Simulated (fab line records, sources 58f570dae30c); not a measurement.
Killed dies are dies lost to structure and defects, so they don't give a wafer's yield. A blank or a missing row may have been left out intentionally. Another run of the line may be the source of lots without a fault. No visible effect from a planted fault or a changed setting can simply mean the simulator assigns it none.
Which tool was responsible? / flow berkeley-cmos170 / 39 wafers sampled from 13 lots at 1 step of a route of 331

WHAT THE GAUGES SHOWED, per wafer
UCB170_FIELD_THK_MEAS_91. Usual: for FIELD_OXIDE_LEFT_2_THK the level is 352 nm and the standard deviation is 8.7.
lot=L954; measured=day 6 01:13; on=film-metro-03; FIELD_OXIDE_LEFT_2_THK (nm)=355 354 348; flag=
lot=L955; measured=day 6 12:13; on=film-metro-03; FIELD_OXIDE_LEFT_2_THK (nm)=364 353 355; flag=
lot=L957; measured=day 6 15:26; on=film-metro-02; FIELD_OXIDE_LEFT_2_THK (nm)=354 345 350; flag=
lot=L963; measured=day 7 18:26; on=film-metro-04; FIELD_OXIDE_LEFT_2_THK (nm)=354 359 359; flag=
lot=L961; measured=day 7 18:36; on=film-metro-03; FIELD_OXIDE_LEFT_2_THK (nm)=358 356 361; flag=
lot=L962; measured=day 7 18:53; on=film-metro-03; FIELD_OXIDE_LEFT_2_THK (nm)=338 344 343; flag=
lot=L966; measured=day 8 13:00; on=film-metro-03; FIELD_OXIDE_LEFT_2_THK (nm)=346 359 355; flag=
lot=L965; measured=day 8 13:46; on=film-metro-04; FIELD_OXIDE_LEFT_2_THK (nm)=355 349 363; flag=
lot=L972; measured=day 9 23:07; on=film-metro-02; FIELD_OXIDE_LEFT_2_THK (nm)=333 354 352; flag=
lot=L976; measured=day 10 04:10; on=film-metro-02; FIELD_OXIDE_LEFT_2_THK (nm)=370 373 369; flag=
lot=L974; measured=day 10 04:42; on=film-metro-02; FIELD_OXIDE_LEFT_2_THK (nm)=349 357 350; flag=
lot=L973; measured=day 10 04:59; on=film-metro-02; FIELD_OXIDE_LEFT_2_THK (nm)=349 357 351; flag=
lot=L977; measured=day 10 22:29; on=film-metro-04; FIELD_OXIDE_LEFT_2_THK (nm)=355 350 349; flag=

WHICH TOOL RAN EACH LOT (tool, then ch and the chambers of the sampled wafers, then the start)
The record holds no process step before these readings.

AS READ BY THE TOOLS THEMSELVES (means over the sampled wafers that have a number; for cases with no such wafer, the mark the record gives instead)
The record holds no such reading with a usual standard deviation.

THE ANSWER, worked out from the rows above alone
Rule: a lot is off if the mean of its wafers that have a number lies more than 3 standard deviations from the usual mean. Also off: a lot with no number at a reading for which 4 or more lots have one. Any other lot the step has rows for is counted as sound. After the gauges, taken in route order, come the tools' own readings; for these a lot's mean is taken, as printed above. At the first step where some lot is off, the reading lying furthest off is the one used; lots without a number count as furthest.
Across all readings shown, no lot is off: no conclusion can be drawn from this.

WHAT THE SIMULATOR HAD PUT IN
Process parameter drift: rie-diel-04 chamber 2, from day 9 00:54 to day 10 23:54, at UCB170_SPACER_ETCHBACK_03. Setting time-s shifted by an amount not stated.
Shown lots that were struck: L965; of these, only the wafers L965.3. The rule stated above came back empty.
